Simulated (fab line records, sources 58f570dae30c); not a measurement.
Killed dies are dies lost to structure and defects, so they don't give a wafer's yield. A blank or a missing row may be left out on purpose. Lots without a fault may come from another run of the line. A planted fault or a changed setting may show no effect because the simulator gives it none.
A struck lot beside a sound one | flow berkeley_cmos170 | 17 steps out of a route of 331
Sound: wafers L730.1, L730.2, L730.3. Struck: wafers L734.1, L734.3, L734.5. The cause comes at the end.
At each step with rows: each side's tool, then ch and its chambers, then its first start. Under that, the readings that differ: sound wafers | struck wafers | difference of the means | sigmas: that difference in standard deviations of wafers without a fault.
alike: readings whose means differ by less than 2 such deviations, and words and numbers that are the same on both sides. not compared: withheld readings, readings that some wafer has no value for, bounds like >300 that may hide the same value, and numbers for which the record gives no deviation and whose values overlap.
The two part at a step that has a row with sigmas, a row that says differs or no value, or rows on one side only. Numbers that don't overlap but have no deviation are shown without sigmas and don't part them. A reading that every wafer of one side lacks parts them only if that side has two wafers or more.

UCB170_SDANNEAL_RS_MEAS_04: measures by four-point-probe.
  sound on film_metro-01, day 8 06:50; struck on film_metro-03, day 9 07:44
  alike: PLDD_RS
UCB170_SDANNEAL_RS_MEAS_05: measures by four-point-probe.
  sound on film_metro-01, day 8 06:58; struck on film_metro-03, day 9 07:51
  alike: NLDD_RS
then, 1 step without rows for these wafers: UCB170_SILICIDE_PRE_CLEAN_00 (preclean etch time 60 s).
UCB170_SILICIDE_SPUTTER_01: material Ti, target thk 30 nm, time 25 s.
  sound on pvd_sputter-03, day 8 07:09; struck on pvd_sputter-01, day 9 08:02
  alike: throttle_valve_pct
UCB170_SILICIDE_RS_MEAS_02: measures by four-point-probe.
  sound on film_metro-03, day 8 07:11; struck on film_metro-04, day 9 08:04
  alike: SILICIDE_TI_RS
UCB170_SILICIDE_THK_MEAS_03: measures by xrf.
  sound on film_metro-03, day 8 07:18; struck on film_metro-04, day 9 08:11
  alike: SILICIDE_TI_THK
UCB170_SILICIDE_RTA_04: time 15 s.
  sound on rtp_anneal-02 ch 0, day 8 07:22; struck on rtp_anneal-01 ch 0, day 9 08:15
  reading          | sound             | struck            | difference | sigmas
  wafer_temp_C_max | 654.5 655.6 655.3 | 652.2 652.7 652.5 | -2.7       | -3
  alike: lamp_power_pct
then, 3 steps without rows for these wafers: UCB170_SILICIDE_WET_ETCH_05 (etches Ti in SPM, time 45 s); UCB170_CONTACT_CLEAN_00 (cleans in SPM, time 600 s); UCB170_CONTACT_CVD_01 (deposits PSG from SiH4/O2/PH3, target thk 700 nm, time 2820 s).
UCB170_CONTACT_THK_MEAS_02:
  sound on film_metro-04, day 8 10:29; struck on film_metro-04, day 9 10:19
  alike: CONTACT_PSG_THK
then, 1 step without rows for these wafers: UCB170_CONTACT_HMDS_03 (prime time 60 s).
UCB170_CONTACT_COAT_04: resist thk 900 nm.
  sound on litho_track-01 ch 0, day 8 10:42; struck on litho_track-04 ch 0, day 9 10:31
  reading                                  | sound             | struck            | difference | sigmas
  model.KrF_of_CONTACT_COAT_04.thk_nm (nm) | 898.9 897.7 898.8 | 932.3 932.5 932.8 | +34.1      |
  alike: chill_plate_temp_C
then, 1 step without rows for these wafers: UCB170_CONTACT_SOFTBAKE_05 (time 60 s).
UCB170_CONTACT_STRIP_06: strips in O2.
  sound on plasma_asher-02 ch 0,1, day 8 11:00; struck on plasma_asher-02 ch 0,1, day 9 10:49
  reading                      | sound             | struck            | difference | sigmas
  strip_time_to_endpoint_s (s) | 21.93 21.92 21.94 | 22.74 22.74 22.75 | +0.81      | +14
  alike: drypump_motor_current_A, o2_flow_sccm, oes_product_au
  not compared: rf_hours_counter_h
then, 2 steps without rows for these wafers: UCB170_CONTACT_CLEAN_07 (cleans in SPM, time 600 s); UCB170_M3_PROBE_99.

WHERE THEY PART
First at UCB170_SILICIDE_RTA_04; last, within this record, at UCB170_CONTACT_STRIP_06.

WHY: what the simulator had put in
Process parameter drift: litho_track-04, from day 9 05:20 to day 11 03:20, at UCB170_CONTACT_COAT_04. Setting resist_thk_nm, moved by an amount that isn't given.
